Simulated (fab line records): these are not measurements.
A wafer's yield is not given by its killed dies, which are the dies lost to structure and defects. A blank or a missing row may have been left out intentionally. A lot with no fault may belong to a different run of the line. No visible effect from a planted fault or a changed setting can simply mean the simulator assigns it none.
A struck lot beside a sound one    flow berkeley cmos170    14 steps out of a route of 331
Sound: the wafers L976.3, L976.5, L976.6. The struck wafers were L975.2, L975.3, L975.6. The cause is named last.
Order at every step that has rows: each side's tool, ch and its chambers, its first start. Under that, the readings that differ: sound wafers    struck wafers    difference of the means    sigmas: that difference in standard deviations of wafers without a fault.
alike: readings whose means differ by less than 2 such deviations, and words and numbers that are the same on both sides. not compared: withheld readings, readings that some wafer has no value for, bounds like >300 that may hide the same value, and numbers for which the record gives no deviation and whose values overlap.
The two part at a step that has a row with sigmas, a row that says differs or no value, or rows on one side only. When numbers do not overlap yet have no deviation, they are printed without sigmas and do not part them. A reading missing from all wafers of one side parts the sides only when that side holds two or more wafers.

UCB170_CONTACT_STRIP_06: strips in O2.
  sound on plasma asher-04 ch 0,1, day 10 10:14; struck on plasma asher-04 ch 0, day 10 12:26
reading                       sound              struck             difference  sigmas
strip time to endpoint s (s)  22.03 21.97 22.03  21.78 21.79 21.79  -0.22       -3
  alike: drypump motor current A, oes product au
  not compared: rf hours counter h
then, 1 step without rows for these wafers: UCB170_CONTACT_CLEAN_07 (cleans in SPM, time 600 s).
UCB170_CONTACT_RTA_08: time 10 s.
  sound on rtp anneal-01 ch 0, day 10 10:30; struck on rtp anneal-01 ch 0, day 10 12:43
  alike: lamp power pct, wafer_temp_C_max
then, 6 steps without rows for these wafers: UCB170_CONTACT_COAT_09; UCB170_CONTACT_COAT_10 (resist thk 900 nm); UCB170_CONTACT_SOFTBAKE_11 (time 60 s); UCB170_CONTACT_EXPOSE_12 (exposes mask CONT, target cd 700 nm); UCB170_CONTACT_PEB_13; UCB170_CONTACT_DEVELOP_14 (develop time 45 s).
UCB170_CONTACT_CD_MEAS_15: target cd 700 nm.
  sound on cd sem-01, day 10 11:33; struck on cd sem-02, day 10 14:10
reading     sound              struck             difference  sigmas
cd nm (nm)  701.9 701.9 701.2  697.2 698.1 699.5  -3.4        -3
UCB170_CONTACT_OVL_MEAS_16:
  sound on overlay-02, day 10 11:38; struck on overlay-02, day 10 14:17
  alike: CONTACT_OVL
UCB170_CONTACT_ETCH_17: etches BARC in N2/H2.
  sound on rie diel-04 ch 1,2, day 10 11:40; struck on rie diel-02 ch 0,1,3, day 10 14:19
  alike: drypump motor current A, oes product au, throttle valve pct
UCB170_CONTACT_ETCH_18: etches PSG in CHF3/CF4/Ar, stops on TiSi2, target depth 840 nm, time 195 s.
  sound on rie diel-04 ch 1,2, day 10 11:00; struck on rie diel-02 ch 0,1,3, day 10 14:00
reading                                   sound              struck             difference  sigmas
oes product au (a.u.)                     0.901 0.901 0.902  0.918 0.942 0.965  +0.040      +3
run length s (s)                          223.2 223.3 223.2  214.2 214.6 214.1  -8.9        -24
model.KrF_of_CONTACT_COAT_10.thk nm (nm)  692.8 689.9 696.5  702.4 705 706.5    +11.6       
  alike: drypump motor current A, throttle valve pct
  not compared: rf hours counter h
UCB170_CONTACT_STRIP_19: strips in O2.
  sound on plasma asher-02 ch 0,1, day 10 11:52; struck on plasma asher-01 ch 0,1, day 10 14:29
  alike: drypump motor current A, oes product au
  not compared: rf hours counter h

== WHERE THEY PART ==
Earliest at UCB170_CONTACT_STRIP_06; latest, in this record, at UCB170_CONTACT_ETCH_18. Later steps at which nothing parts them and some readings are alike: UCB170_CONTACT_STRIP_19.

WHY: what the simulator had put in
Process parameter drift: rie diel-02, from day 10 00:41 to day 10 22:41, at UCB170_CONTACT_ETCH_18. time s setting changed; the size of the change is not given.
